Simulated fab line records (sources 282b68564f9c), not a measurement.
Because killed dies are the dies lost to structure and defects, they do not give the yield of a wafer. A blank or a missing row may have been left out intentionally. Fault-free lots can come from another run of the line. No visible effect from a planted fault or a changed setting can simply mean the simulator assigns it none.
8D (eight disciplines) problem report, filled in by code -- flow rit-cmos -- the parts of the form that need people (team, actions taken, sign-off) are left out

## 1. PROBLEM STATEMENT
Mean GATE_POLY_THK at RIT_GATE_THK_MEAS_09: 384.9 nm over 6 wafers in 2 lots; fault-free wafers: 249.9 nm, standard deviation 2.8. Measured from the usual mean, that is +48 standard deviations.
The first sign was on wafer L567.1 at day 5 04:24, on film-metro-03. At this step, 39 wafers from 13 lots have a number in the record. The rule behind "out" and "out of limits": a value lying over 4 standard deviations away from the usual mean. The rest of the wafers with a number are treated as sound.

## 2. WHAT IT IS, WHAT IT ISN'T
question,is,is not
which readings at this step,GATE_POLY_THK,-
which lots,"L567, L568","L555, L556, L557, L558, L559, L560, L561, L562, L563, L564, L566"
which wafers of those lots,all that have a number,-
read on which gauges,"film-metro-01, film-metro-03",film-metro-04
when,from day 5 04:24,up to then (33 sound wafers)

## 3. THE SUSPECTS, EACH WITH WHAT RULES IT OUT
Counting: a tool at a process step up to the reading stays a suspect if it ran every lot that is out and no sound lot after the first of them.
- the gauge at RIT_GATE_THK_MEAS_09: ruled out. 2 gauges (film-metro-01, film-metro-03) read the wafers that are out.
- lpcvd-01 at RIT_GATE_CVD_08 (deposits poly-Si from SiH4, target thk 250 nm, time 2220 s): kept. It processed each lot that is out, first L567 at day 5 02:47, and no sound lot thereafter; up to then, the last sound lot it processed was L566 at day 4 18:52. On those wafers its own readings are out: spike-tc-centre-C, spike-tc-load-C, spike-tc-source-C, susceptor-temp-C.
After counting, what remains is lpcvd-01 at RIT_GATE_CVD_08.

## 4. THE CAUSE (what the simulator had put in)
lpcvd-01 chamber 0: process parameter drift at RIT_GATE_CVD_08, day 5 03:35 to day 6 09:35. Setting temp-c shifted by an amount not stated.
After counting, this tool was the only one left.

## 5. SEQUENCE OF EFFECTS, ordered by route
Rows list readings where the struck wafers' mean (over those with a number) sits beyond 3 standard deviations from the usual. Only readings for which the record gives a usual standard deviation are gone through. hours: the time from each lot's start at the first step in this table that gives one to its start at this step, as a median over the lots. sigmas: the change in usual standard deviations.
hours,step,reading,usual,on struck wafers,change,sigmas
0,RIT_GATE_CVD_08,spike-tc-centre-C,612.6 C,630.8,+18.2,+14
0,RIT_GATE_CVD_08,spike-tc-load-C,634.2 C,653.1,+18.9,+9.4
0,RIT_GATE_CVD_08,spike-tc-source-C,629 C,650,+20,+5.5
0,RIT_GATE_CVD_08,susceptor-temp-C,610.08 C,628.13,+18.05,+62
2,RIT_GATE_THK_MEAS_09,GATE_POLY_THK,249.9 nm,384.9,+135.0,+48
3,RIT_GATE_ETCH_19,oes-product-au,0.851 a.u.,0.993,+0.142,+8.4
24,RIT_M1_PROBE_99,killed-at-front-end,6.9,263.8,+256.9,+89
24,RIT_M1_PROBE_99,killed-dies,7.0,264.0,+257.0,+89
24,RIT_M1_PROBE_99,killed-on-rim,1.9,70.0,+68.1,+49
It contains these process steps:
- RIT_GATE_CVD_08: deposits poly-Si from SiH4, target thk 250 nm, time 2220 s.
- RIT_GATE_ETCH_19: etches poly-Si in SF6/CHF3/O2, stops on SiO2, time 165 s, target depth 312.5 nm.
- RIT_M1_PROBE_99

## 6. HOW IT WOULD HAVE BEEN CAUGHT EARLIER
In this record the first reading out of limits at a measuring or inspecting step was taken at day 5 04:24, 1 hour after the fault began at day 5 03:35.
At RIT_GATE_CVD_08, the tool's own readings (spike-tc-centre-C, spike-tc-load-C, spike-tc-source-C, susceptor-temp-C) were out on each struck wafer the step has a row for, so an alarm limit on them would have fired on the first such wafer.
By day 5 04:24 the whole set of lots that are out, 2 in number, had already begun RIT_GATE_CVD_08 on lpcvd-01. None of them would have been spared by holding the tool at that moment.
